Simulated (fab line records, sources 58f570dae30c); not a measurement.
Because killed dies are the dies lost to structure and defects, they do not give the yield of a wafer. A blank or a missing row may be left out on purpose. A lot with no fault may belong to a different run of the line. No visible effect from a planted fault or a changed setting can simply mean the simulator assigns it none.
Problem report in the 8D (eight disciplines) form, filled by code + flow berkeleyCmos170 + the parts of the form that need people (team, actions taken, sign-off) are left out

== 1. PROBLEM STATEMENT ==
NSD_TW at UCB170_NSD_TW_MEAS_10 reads a mean of 30 on 3 wafers of 1 lot; wafers without a fault read 4176 with a standard deviation of 29. That is -99 or more standard deviations from the usual mean.
First seen on wafer L293.1, day 7 20:34, on filmMetro-01. At this step, 39 wafers from 13 lots have a number in the record. Rule for "out" (also "out of limits"): further than 4 standard deviations from the usual mean. The other wafers with a number count as sound.

== 2. WHAT IT IS AND WHAT IT IS NOT ==
| question                    | is                     | is not                                                                                                         |
|-----------------------------|------------------------|----------------------------------------------------------------------------------------------------------------|
| which readings at this step | NSD_TW                 | -                                                                                                              |
| which lots                  | L293                   | L286, L287, L289, L290, L299, L301, L302, L303, L304, L305, L308, L309                                         |
| which wafers of those lots  | all that have a number | -                                                                                                              |
| read on which gauges        | filmMetro-01           | filmMetro-02, filmMetro-03                                                                                     |
| when                        | from day 7 20:34       | up to then (12 sound wafers); but 24 sound wafers of L299, L301, L302, L303, L304, L305, L308, L309 came after |

== 3. SUSPECTS, AND WHAT RULES EACH OUT ==
Counting: a tool at any process step up to the reading remains a suspect when it ran all the lots that are out and ran no sound lot after the first of those.
- the gauge at UCB170_NSD_TW_MEAS_10: ruled out. All the wafers that are out were read on filmMetro-01, but those of them that UCB170_PSD_STRIP_09 has rows for are out there too, on other tools.
- plasmaAsher-02 at UCB170_PLDD_STRIP_10 (strips in O2): ruled out as a lasting fault. Following L293 (day 7 09:11), the first lot on it that is out, the sound lots L299, L308 were run on it.
- rieDiel-02 at UCB170_SPACER_ETCHBACK_03 (etches SiO2 in CHF3/CF4/Ar, stops on Si, target depth 376 nm, time 100 s): ruled out as a lasting fault. Following L293 (day 7 16:03), the first lot on it that is out, the sound lots L303, L304, L308 were run on it.
- plasmaAsher-02 at UCB170_PSD_STRIP_09 (strips in O2): ruled out as a lasting fault. Following L293 (day 7 17:17), the first lot on it that is out, the sound lots L303, L304 were run on it.
- plasmaAsher-04 at UCB170_NSD_STRIP_09 (strips in O2): ruled out as a lasting fault. Following L293 (day 7 20:28), the first lot on it that is out, the sound lots L304, L308 were run on it.
Left after counting: nothing in the record.

== 4. THE CAUSE (what the simulator had put in) ==
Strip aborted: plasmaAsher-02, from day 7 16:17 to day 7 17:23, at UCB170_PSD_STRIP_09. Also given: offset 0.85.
The count ruled it out by mistake, since the rule takes a fault to strike every lot its tool runs from the start of the fault on, and this one did not do so.

== 5. THE EFFECT CHAIN, in route order ==
Rows list readings where the struck wafers' mean (over those with a number) sits beyond 3 standard deviations from the usual. Readings are gone through only where the record gives a usual standard deviation; hours: the median, over the lots, of the time from a lot's start at the first step in this table giving one to that lot's start at this step; sigmas: the change measured in usual standard deviations.
| hours | step                  | reading              | usual      | on struck wafers | change | sigmas      |
|-------|-----------------------|----------------------|------------|------------------|--------|-------------|
| 0     | UCB170_PSD_STRIP_09   | oesProductAu         | 0.600 a.u. | 0.443            | -0.157 | -31         |
| 3     | UCB170_NSD_STRIP_09   | oesProductAu         | 0.534 a.u. | 0.611            | +0.077 | +17         |
| 3     | UCB170_NSD_STRIP_09   | stripTimeToEndpointS | 35.84 s    | 56.12            | +20.28 | +99 or more |
| 3     | UCB170_NSD_TW_MEAS_10 | NSD_TW               | 4176       | 30               | -4146  | -99 or more |
The process steps in it:
- UCB170_PSD_STRIP_09: strips in O2.
- UCB170_NSD_STRIP_09: strips in O2.
Readings that are blank on the struck wafers while sound wafers have them: stripTimeToEndpointS at UCB170_PSD_STRIP_09.

== 6. WHAT WOULD HAVE CAUGHT IT SOONER ==
In this record the first reading out of limits at a measuring or inspecting step was taken at day 7 20:34, 4 hours after the fault began at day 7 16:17.
Tool's own readings at UCB170_PSD_STRIP_09, oesProductAu: out on all struck wafers the step has rows for; an alarm limit on them would have tripped on the first.
